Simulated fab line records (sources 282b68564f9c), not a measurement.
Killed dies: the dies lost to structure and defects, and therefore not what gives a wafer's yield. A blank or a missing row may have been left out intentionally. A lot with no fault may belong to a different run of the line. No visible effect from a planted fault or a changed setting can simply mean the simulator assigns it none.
Chamber matching + flow rit_cmos + rie_diel-03 running RIT_CONTACT_ETCH_11: 4 sister chambers
The step etches SiO2 in CHF3/CF4/Ar, stops on TiSi2, target depth 480 nm, time 320 s. 7 wafers are shown with their chamber, then 7 later ones without.

== WAFERS, EACH WITH ITS CHAMBER ==
| wafer  | chamber | throttle_valve_pct (%) | oes_product_au (a.u.) |
|--------|---------|------------------------|-----------------------|
| L106.2 | 2       | 8.94                   | 1.005                 |
| L107.3 | 2       | 8.95                   | 1.010                 |
| L111.1 | 0       | 8.92                   | 0.982                 |
| L111.5 | 3       | 8.83                   | 1.009                 |
| L111.6 | 0       | 8.94                   | 0.990                 |
| L115.1 | 3       | 8.81                   | 1.006                 |
| L115.2 | 1       | 8.60                   | 0.992                 |

== WAFERS WITHOUT THEIR CHAMBER ==
| wafer  | throttle_valve_pct (%) | oes_product_au (a.u.) |
|--------|------------------------|-----------------------|
| L115.4 | 8.95                   | 1.012                 |
| L122.2 | 8.95                   | 0.979                 |
| L122.4 | 8.83                   | 1.000                 |
| L122.5 | 8.94                   | 0.974                 |
| L126.2 | 8.62                   | 0.992                 |
| L126.4 | 8.82                   | 1.006                 |
| L126.5 | 8.94                   | 1.011                 |

== WHICH CHAMBER EACH ONE RAN IN ==
| wafer  | from the rows above | in truth |
|--------|---------------------|----------|
| L115.4 | 2                   | 2        |
| L122.2 | 0                   | 0        |
| L122.4 | 3                   | 3        |
| L122.5 | 0                   | 0        |
| L126.2 | 1                   | 1        |
| L126.4 | 3                   | 3        |
| L126.5 | 2                   | 2        |
Placed correctly: 7 of 7. Number that these rows cannot place: 0. 0 placed wrongly.
How it was worked out, from the rows above alone: a wafer's distance from a chamber is the root of the sum, over the readings, of the square of ((its reading less the chamber's mean) divided by the reading's scatter). The wafer belongs to the nearest chamber; if the next one is less than 2 further off, it can't be placed. The mean given for a chamber averages the wafers shown for that chamber. The scatter: take each reading less its chamber's mean, square it, sum over the shown wafers, divide by the number of wafers less the number of chambers, and take the root.
